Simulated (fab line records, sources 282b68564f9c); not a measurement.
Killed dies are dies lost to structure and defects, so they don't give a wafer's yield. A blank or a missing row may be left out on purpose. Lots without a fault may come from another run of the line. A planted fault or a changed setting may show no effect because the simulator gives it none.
fab line records | flow rit_cmos
record lots=6 wafers=18 last_day=7
route steps=202 shown ACTIVE@1 M1@202
lots that met no fault: from a run of the same line without faults
start_h: hours from the record's first day to the start of the lot's first wafer shown | wait_h: hours since the lot's step before | " the same as in the row above | L1.1+2: a row that stands for several wafers | - no value, or no start given | * or withheld: withheld | < > ~ a bound
route shown NAME@n: a module of which the file shows steps, and the number in the route of the first | usual: mean/standard deviation of fault-free wafers | same: alike in all rows | chamber/n: place in a boat | sites: the reading at each site | _std_site: their standard deviation | _edge_site: outer sites' mean less inner sites' | radius_mm: how far each site lies from the wafer's centre | mask NAME#n: copy n | behind: the tool/chamber that last shaped the wafer | hold: why the lot was held/for how many hours/how that ended | device: the transistor (n, p or np) that didn't switch | end of line: the same wafers' tests at the end of the route | a step without rows: its recipe alone | killed: dies lost to structure and defects at the first sort, not the wafer's yield | map: a wafer's dies, x killed, . not, _ none there
set.NAME: the setting as run; set.NAME@STEP: as run at that earlier step | model.NAME: the simulator's own value behind a step, which no gauge read
lots at some steps of the route; a table a step, a row a wafer
services: from which hour (start_h, from the record's first day; less than 0 if before it) a tool's chamber was out of use, for how many hours, and why
## steps
# step RIT_ACTIVE_BOW_MEAS_00
# recipe mode=bow
# usual INCOMING_BOW=0/6.2
# columns lot.wafer tool chamber start_h wait_h INCOMING_BOW[um]
L189.2 film_metro-04 - 10.02 - 11
L189.3 " - " " 4
L189.6 " - " " -12
L197.1 film_metro-03 - 50.00 - -4
L197.3 " - " " 3
L197.6 " - " " 2
L201.1 film_metro-04 - 70.00 - -3
L201.2 " - " " 6
L201.4 " - " " 3
L202.1 film_metro-03 - 75.00 - 0
L202.3 " - " " 3
L202.6 " - " " -7
L206.1 film_metro-04 - 95.00 - 4
L206.2 " - " " 17
L206.4 " - " " 5
L209.2 film_metro-03 - 110.02 - 5
L209.3 " - " " -5
L209.5 " - " " 6
# step RIT_ACTIVE_OXIDATION_01
# recipe temp_c=1007 ambient=O2 target_thk_a=468 ox_time_s=3360
# step RIT_ACTIVE_THK_MEAS_02
# recipe reads=SiO2_of_ACTIVE_OXIDATION_01
# usual ACTIVE_OXIDE_THK=50.1/0.85
# columns lot.wafer tool chamber start_h wait_h ACTIVE_OXIDE_THK[nm]
L189.2 film_metro-01 - 13.68 0.0 48.9
L189.3 " - " " 49.6
L189.6 " - " " 48.9
L197.1 film_metro-01 - 52.05 0.0 49.9
L197.3 " - " " 49.9
L197.6 " - " " 50.2
L201.1 film_metro-04 - 73.10 0.0 51.5
L201.2 " - " " 50.4
L201.4 " - " " 51.6
L202.1 film_metro-03 - 78.21 0.0 50.2
L202.3 " - " " 49.9
L202.6 " - " " 49.9
L206.1 film_metro-03 - 97.05 0.0 50.9
L206.2 " - " " 51.3
L206.4 " - " " 50.1
L209.2 film_metro-04 - 112.06 0.0 48.6
L209.3 " - " " 48.3
L209.5 " - " " 48.5
# step RIT_ACTIVE_CVD_03
# recipe material=Si3N4 target_thk_nm=150 temp_c=810 precursor=SiH2Cl2/NH3 time_s=1500 pressure_mtorr=300 sih2cl2_flow_sccm=60 nh3_flow_sccm=150
# usual nh3_flow_sccm=149.9/0.47 spike_tc_centre_C=812.7/1.4 spike_tc_load_C=835/3.2 spike_tc_source_C=834.7/2.2 susceptor_temp_C=810.0/0.33 zone_power_centre_pct=38.7/1.5
# columns lot.wafer tool chamber start_h wait_h nh3_flow_sccm spike_tc_centre_C spike_tc_load_C spike_tc_source_C susceptor_temp_C zone_power_centre_pct model.Si3N4_of_ACTIVE_CVD_03.thk_nm
L189.2 lpcvd-02 1 13.73 0.0 150.6 812.6 832 836.7 809.5 37.9 148.8
L189.3 " 1 " " 150.5 812.8 833 837.5 810.1 36.9 148.6
L189.6 " 1 " " 150.1 813.2 834 837.4 809.9 37.4 147.1
L197.1 lpcvd-01 1 52.50 0.4 150.2 811.9 831 833.5 809.7 39.0 150.7
L197.3 " 1 " " 150.1 811.9 832 834.8 810.2 38.3 150.6
L197.6 " 1 " " 150.5 813.9 832 835.0 810.3 39.0 149.6
L201.1 lpcvd-01 1 73.16 0.1 149.6 868.8 886 888.3 863.5 42.0 254.7
L201.2 " 1 " " 149.8 864.9 886 889.1 863.3 42.0 253.4
L201.4 " 1 " " 149.4 868.6 886 888.0 863.8 42.1 253.2
L202.1 lpcvd-01 1 78.88 0.7 150.2 866.3 885 888.1 862.9 42.0 252.9
L202.3 " 1 " " 150.5 866.1 887 888.1 862.3 41.4 252.9
L202.6 " 1 " " 149.8 865.8 887 889.3 862.9 41.5 252.6
L206.1 lpcvd-02 1 97.31 0.2 149.7 813.7 833 836.7 810.0 37.6 147.8
L206.2 " 1 " " 150.7 814.0 832 837.8 810.3 36.8 147.4
L206.4 " 1 " " 149.8 814.1 832 837.6 809.8 37.1 147.7
L209.2 lpcvd-02 1 112.11 0.0 150.1 812.9 834 836.7 810.0 37.4 148.4
L209.3 " 1 " " 150.4 813.6 833 837.9 809.8 37.6 148.3
L209.5 " 1 " " 150.0 812.8 832 837.1 810.0 36.9 149.5
# step RIT_ACTIVE_THK_MEAS_04
# recipe reads=Si3N4_of_ACTIVE_CVD_03
# usual ACTIVE_NITRIDE_THK=149.9/1.5
# columns lot.wafer tool chamber start_h wait_h ACTIVE_NITRIDE_THK[nm]
L189.2 film_metro-01 - 15.16 0.0 148.7
L189.3 " - " " 148.5
L189.6 " - " " 147.0
L197.1 film_metro-03 - 53.92 0.0 150.7
L197.3 " - " " 150.6
L197.6 " - " " 149.6
L201.1 film_metro-04 - 74.58 0.0 254.6
L201.2 " - " " 253.3
L201.4 " - " " 253.2
L202.1 film_metro-04 - 80.29 0.0 252.9
L202.3 " - " " 253.0
L202.6 " - " " 252.5
L206.1 film_metro-04 - 99.43 0.0 147.8
L206.2 " - " " 147.3
L206.4 " - " " 147.7
L209.2 film_metro-03 - 114.25 0.0 148.3
L209.3 " - " " 148.2
L209.5 " - " " 149.6
# step RIT_ACTIVE_HMDS_05
# recipe prime_time_s=58.85 prime_temp_c=140
# step RIT_ACTIVE_COAT_06
# recipe resist=NOVOLAK spin_rpm=3250 resist_thk_nm=1000
# step RIT_ACTIVE_SOFTBAKE_07
# recipe resist=NOVOLAK temp_c=90 time_s=60
# step RIT_ACTIVE_EXPOSE_08
# recipe mask_id=M1 na=0.6 source_shape=conventional sigma_outer=0.6 target_cd_nm=1400 dose_mj=225
# step RIT_ACTIVE_PEB_09
# recipe resist=NOVOLAK temp_c=withheld time_s=withheld
# step RIT_ACTIVE_DEVELOP_10
# recipe resist=NOVOLAK develop_time_s=50 dev_temp_c=23
# step RIT_ACTIVE_CD_MEAS_11
# recipe target_cd_nm=1400
# usual cd_nm=1399.8/2.5
# columns lot.wafer tool chamber start_h wait_h cd_nm
L189.2 cd_sem-01 - 16.08 - 1403.2
L189.3 " - " " 1402.1
L189.6 " - " " 1402.6
L197.1 cd_sem-02 - 54.96 - 1403.9
L197.3 " - " " 1403.1
L197.6 " - " " 1402.5
L201.1 cd_sem-02 - 75.61 - 1400.5
L201.2 " - " " 1400.8
L201.4 " - " " 1399.6
L202.1 cd_sem-01 - 81.23 - 1400.4
L202.3 " - " " 1398.2
L202.6 " - " " 1399.0
L206.1 cd_sem-01 - 100.47 - 1397.4
L206.2 " - " " 1397.1
L206.4 " - " " 1397.6
L209.2 cd_sem-01 - 115.29 - 1401.0
L209.3 " - " " 1402.9
L209.5 " - " " 1400.3
# step RIT_ACTIVE_HARDBAKE_12
# recipe resist=NOVOLAK temp_c=140 time_s=60
# step RIT_ACTIVE_ETCH_13
# recipe stop_on=SiO2 chemistry=SF6 target=Si3N4 time_s=210 over_etch_frac=0.4 SF6_flow_sccm=200 pressure_mtorr=260 rf_w=125 target_depth_a=2100
# usual chamber_pressure_mTorr=260.01/0.24 drypump_motor_current_A=5.7/0.3 oes_product_au=0.816/0.012 throttle_valve_pct=7.46/0.15
# columns lot.wafer tool chamber start_h wait_h chamber_pressure_mTorr drypump_motor_current_A oes_product_au rf_hours_counter_h throttle_valve_pct model.etch.depth_nm model.ACTIVE.feature_depth_nm model.SiO2_of_ACTIVE_OXIDATION_01.thk_nm
L189.2 rie_diel-01 3 16.33 0.1 260.07 5.7 0.823 31 7.73 148.8 149.5 48.2
L189.3 " 2 " " 260.18 5.6 0.810 36 7.30 148.6 148.6 49.59
L189.6 " 0 " " 259.78 5.7 0.808 - 7.30 147.1 149 47.02
L197.1 rie_diel-03 0 55.23 0.1 260.19 6.0 0.820 16 7.47 150.7 150.7 49.84
L197.3 " 3 " " 259.96 6.0 0.842 3 7.31 150.6 150.6 49.84
L197.6 " 3 " " 260.08 6.0 0.835 - 7.31 149.6 149.6 50.14
L201.1 rie_diel-01 2 75.88 0.1 259.85 5.6 0.960 37 7.30 200 200 51.46
L201.2 " 3 " " 260.30 5.6 1.004 32 7.72 207.5 207.5 50.46
L201.4 " 3 " " 260.20 5.6 1.007 - 7.71 208.4 208.4 51.62
L202.1 rie_diel-03 2 81.50 0.1 260.01 5.7 0.989 3 7.47 208.4 208.4 50.25
L202.3 " 1 " " 260.12 5.2 1.004 158 7.34 213.6 213.5 49.95
L202.6 " 1 " " 260.22 5.2 0.995 - 7.34 214 214 49.86
L206.1 rie_diel-04 3 100.74 0.1 259.95 6.5 0.812 6 7.51 147.8 147.8 50.91
L206.2 " 0 " " 259.73 5.3 0.783 113 7.45 147.4 147.4 51.27
L206.4 " 3 " " 260.28 6.5 0.813 - 7.51 147.7 147.7 50.13
L209.2 rie_diel-03 0 115.54 0.1 260.09 6.0 0.818 17 7.50 148.4 148.4 48.59
L209.3 " 2 " " 260.34 5.6 0.821 3 7.45 148.3 148.7 47.83
L209.5 " 0 " " 260.15 6.0 0.815 - 7.51 149.5 149.5 48.51
# step RIT_ACTIVE_STRIP_14
# recipe chemistry=O2 time_s=180 resist=NOVOLAK platen_temp_c=withheld power_w=500 pressure_mtorr=4000 o2_flow_sccm=4000
# usual chamber_pressure_mTorr=4001/3.6 drypump_motor_current_A=5.7/0.44
# columns lot.wafer tool chamber start_h wait_h chamber_pressure_mTorr drypump_motor_current_A rf_hours_counter_h
L189.2 plasma_asher-02 0 16.46 0.1 4004 6.4 36
L189.3 " 1 " " 4001 5.4 -
L189.6 " 1 " " 4002 5.4 -
L197.1 plasma_asher-02 0 55.36 0.1 4001 6.4 40
L197.3 " 1 " " 4007 5.5 -
L197.6 " 0 " " 4004 6.4 -
L201.1 plasma_asher-02 0 76.01 0.1 4003 6.4 42
L201.2 " 1 " " 4000 5.4 42
L201.4 " 0 " " 4005 6.4 -
L202.1 plasma_asher-02 0 81.63 0.1 3991 6.4 43
L202.3 " 1 " " 4001 5.5 -
L202.6 " 1 " " 3999 5.4 -
L206.1 plasma_asher-03 0 100.94 0.1 4003 5.6 47
L206.2 " 1 " " 3998 5.4 47
L206.4 " 0 " " 3999 5.5 -
L209.2 plasma_asher-04 0 115.68 0.1 4008 5.3 33
L209.3 " 0 " " 4004 5.2 -
L209.5 " 1 " " 4002 5.8 -
# step RIT_ACTIVE_CD_MEAS_90
# recipe target_cd_nm=1400
# usual cd_nm=1399.8/2.5
# columns lot.wafer tool chamber start_h wait_h cd_nm
L189.2 cd_sem-01 - 16.75 0.2 1403.2
L189.3 " - " " 1402.1
L189.6 " - " " 1402.8
L197.1 cd_sem-01 - 55.53 0.1 1404.0
L197.3 " - " " 1403.3
L197.6 " - " " 1402.3
L201.1 cd_sem-01 - 76.19 0.1 1401.2
L201.2 " - " " 1400.3
L201.4 " - " " 1399.2
L202.1 cd_sem-01 - 81.80 0.1 1400.6
L202.3 " - " " 1398.4
L202.6 " - " " 1399.4
L206.1 cd_sem-02 - 101.11 0.1 1397.8
L206.2 " - " " 1397.3
L206.4 " - " " 1398.2
L209.2 cd_sem-01 - 115.87 0.1 1401.3
L209.3 " - " " 1402.4
L209.5 " - " " 1400.3
# step RIT_ACTIVE_CLEAN_15
# recipe chemistry=SC1 mix=3:3:50 time_s=600 temp_c=75
# step RIT_ACTIVE_CLEAN_16
# recipe chemistry=dHF dilution=50:1 time_s=30
# columns lot.wafer tool chamber start_h wait_h model.Si3N4_of_ACTIVE_CVD_03.thk_nm
L189.2 wet_bench-01 1 17.02 0.0 147.9
L189.3 " 1 " " 147.7
L189.6 " 1 " " 146.2
L197.1 wet_bench-04 1 55.83 0.0 149.8
L197.3 " 1 " " 149.7
L197.6 " 1 " " 148.8
L201.1 wet_bench-01 2 76.48 0.0 253.9
L201.2 " 2 " " 252.6
L201.4 " 2 " " 252.4
L202.1+3 wet_bench-03 3 82.11 0.0 252.1
L202.6 " 3 " " 251.8
L206.1+4 wet_bench-01 3 101.41 0.0 146.9
L206.2 " 3 " " 146.5
L209.2+3 wet_bench-01 1 116.15 0.0 147.5
L209.5 " 1 " " 148.6
# step RIT_ACTIVE_CLEAN_17
# recipe chemistry=SC2 mix=3:3:50 time_s=600 temp_c=75 dry=n2_spin
# step RIT_M1_PROBE_99
# usual killed_at_M0_to_M3=0.0/0.14 killed_at_front_end=6.6/2.7 killed_dies=6.7/2.7 killed_on_rim=1.8/1.3 killed_open=3.5/1.9 killed_short=3.1/1.8
# same gross_dies=264 killed_at_M4_up=0 killed_at_back_side=0 killed_at_contacts=0 killed_at_other=0
# columns lot.wafer tool chamber start_h wait_h killed_at_M0_to_M3 killed_at_front_end killed_dies killed_on_rim killed_open killed_short
L201.1 prober-01 - 122.63 0.1 0 264 264 70 3 2
L201.2 prober-01 - 122.68 0.1 0 264 264 70 3 3
L201.4 prober-01 - 122.78 0.2 0 264 264 70 3 2
L202.1 prober-02 - 127.64 0.1 1 263 264 70 4 5
L202.3 prober-02 - 127.74 0.2 0 264 264 70 7 6
L202.6 prober-02 - 127.89 0.2 0 264 264 70 7 2
L209.2 prober-01 - 162.04 0.1 0 9 9 3 4 5
L209.3 prober-01 - 162.09 0.2 0 7 7 2 4 3
L209.5 prober-01 - 162.19 0.2 0 4 4 1 3 1
# killed by level:class
L201.1 ACTIVE:area_etch=259 ACTIVE:geometric_particle:open=1 FOX1:geometric_particle:short=1 FOX2:geometric_particle:open=1 GATE:geometric_particle:open=1 SPACER:geometric_particle:short=1
L201.2 ACTIVE:area_etch=258 SPACER:geometric_particle:short=2 GATE:geometric_particle:open=1 REOX:geometric_particle:short=1 SPACER:geometric_particle:open=1 SILICIDE:geometric_particle:open=1
L201.4 ACTIVE:area_etch=259 GATE:geometric_particle:open=2 FOX1:geometric_particle:short=1 GATE:geometric_particle:short=1 REOX:geometric_particle:open=1
L202.1 ACTIVE:area_etch=255 GATE:geometric_particle:open=3 GATE:geometric_particle:short=2 FOX2:geometric_particle:short=1 SPACER:geometric_particle:open=1 SILICIDE:geometric_particle:short=1 M1:geometric_particle:short=1
L202.3 ACTIVE:area_etch=251 GATE:geometric_particle:short=3 SILICIDE:geometric_particle:open=3 GATE:geometric_particle:open=2 REOX:geometric_particle:open=2 REOX:geometric_particle:short=1 SPACER:geometric_particle:short=1 SILICIDE:geometric_particle:short=1
L202.6 ACTIVE:area_etch=255 GATE:geometric_particle:open=3 SPACER:geometric_particle:open=3 REOX:geometric_particle:short=2 SILICIDE:geometric_particle:open=1
L209.2 GATE:geometric_particle:short=2 GATE:geometric_particle:open=2 SPACER:geometric_particle:short=2 FOX1:geometric_particle:open=1 REOX:geometric_particle:open=1 SILICIDE:geometric_particle:short=1
L209.3 SILICIDE:geometric_particle:short=2 FOX1:geometric_particle:open=1 GATE:geometric_particle:open=1 GATE:geometric_particle:short=1 REOX:geometric_particle:open=1 SILICIDE:geometric_particle:open=1
L209.5 GATE:geometric_particle:open=3 REOX:geometric_particle:short=1
# map L201.1 (x killed, . not)
________xxxxxxx_______
_____xxxxxxxxxxxxx____
____xxxxxxxxxxxxxxx___
___xxxxxxxxxxxxxxxxx__
__xxxxxxxxxxxxxxxxxxx_
__xxxxxxxxxxxxxxxxxxx_
_xxxxxxxxxxxxxxxxxxxxx
_xxxxxxxxxxxxxxxxxxxxx
_xxxxxxxxxxxxxxxxxxxxx
_xxxxxxxxxxxxxxxxxxxxx
__xxxxxxxxxxxxxxxxxxx_
__xxxxxxxxxxxxxxxxxxx_
___xxxxxxxxxxxxxxxxx__
____xxxxxxxxxxxxxxx___
_____xxxxxxxxxxxxx____
________xxxxxxx_______
# map L202.1 (x killed, . not)
________xxxxxxx_______
_____xxxxxxxxxxxxx____
____xxxxxxxxxxxxxxx___
___xxxxxxxxxxxxxxxxx__
__xxxxxxxxxxxxxxxxxxx_
__xxxxxxxxxxxxxxxxxxx_
_xxxxxxxxxxxxxxxxxxxxx
_xxxxxxxxxxxxxxxxxxxxx
_xxxxxxxxxxxxxxxxxxxxx
_xxxxxxxxxxxxxxxxxxxxx
__xxxxxxxxxxxxxxxxxxx_
__xxxxxxxxxxxxxxxxxxx_
___xxxxxxxxxxxxxxxxx__
____xxxxxxxxxxxxxxx___
_____xxxxxxxxxxxxx____
________xxxxxxx_______
## services
# columns tool chamber start_h hours kind
plasma_asher-04 - 5.95 1.3 repair
rie_diel-04 0 7.54 9.5 repair
lpcvd-01 - 20.01 0.7 repair
rie_diel-04 0 25.28 4.8 repair
lpcvd-02 - 35.14 2.6 repair
wet_bench-04 - 39.35 1.9 pm
rie_diel-01 0 41.83 - clean
rie_diel-01 0 41.83 14.3 scheduled_down
rie_diel-01 0 41.83 14.3 vent_cycle
lpcvd-02 - 53.26 6.0 pm
rie_diel-03 0 71.75 2.1 repair
rie_diel-01 0 75.81 3.4 repair
rie_diel-03 - 82.90 2.8 pm
rie_diel-04 2 85.69 40.9 repair
rie_diel-04 1 93.01 11.3 repair
rie_diel-03 1 103.93 - clean
rie_diel-03 1 103.93 17.7 scheduled_down
rie_diel-03 1 103.93 17.7 vent_cycle
## key
first_sign step=RIT_ACTIVE_CVD_03 reading=susceptor_temp_C direction=up sigmas=99+ usual=* struck=*
effect step=RIT_ACTIVE_CVD_03 reading=spike_tc_centre_C direction=up sigmas=39 usual=812.7 struck=866.8
effect step=RIT_ACTIVE_THK_MEAS_04 reading=ACTIVE_NITRIDE_THK direction=up sigmas=67 usual=149.9 struck=253.3
effect step=RIT_ACTIVE_ETCH_13 reading=oes_product_au direction=up sigmas=15 usual=0.816 struck=0.993
effect step=RIT_M1_PROBE_99 reading=killed_at_front_end direction=up sigmas=95 usual=6.6 struck=263.8
model_effect step=RIT_ACTIVE_CVD_03 value=Si3N4_of_ACTIVE_CVD_03.thk_nm without=151.1 struck=253.3
model_effect step=RIT_ACTIVE_ETCH_13 value=etch.depth_nm without=151.1 struck=208.7
model_effect step=RIT_ACTIVE_CLEAN_16 value=Si3N4_of_ACTIVE_CVD_03.thk_nm without=150.2 struck=252.5
more_kills_born_at RIT_ACTIVE_ETCH_13@rie_diel-01=776 RIT_ACTIVE_ETCH_13@rie_diel-03=761
met_at RIT_ACTIVE_CVD_03
struck_wafers L201.1,L201.2,L201.4,L202.1,L202.3,L202.6
later_rows_left_out L201.1,L201.2,L201.4,L202.1,L202.3,L202.6
tester_left_out L201,L202
onset_between 52.50 73.16
fault kind=process_parameter_drift tool=lpcvd-01 chamber=1 onset_h=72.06 steps=RIT_ACTIVE_CVD_03 channel=temp_c offset=* shape=step end_h=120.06 acts_in=* stated=*
# tester_left_out: of these lots the tester's yield and bins aren't shown, on N5 and GAA mostly nor the transistor test; their killed dies are dies lost to structure and defects alone, not to doping, threshold or leakage, so they don't give the yield
# later_rows_left_out: the simulator's readings of these wafers behind a module that went badly wrong aren't trusted and aren't shown, but for the sort
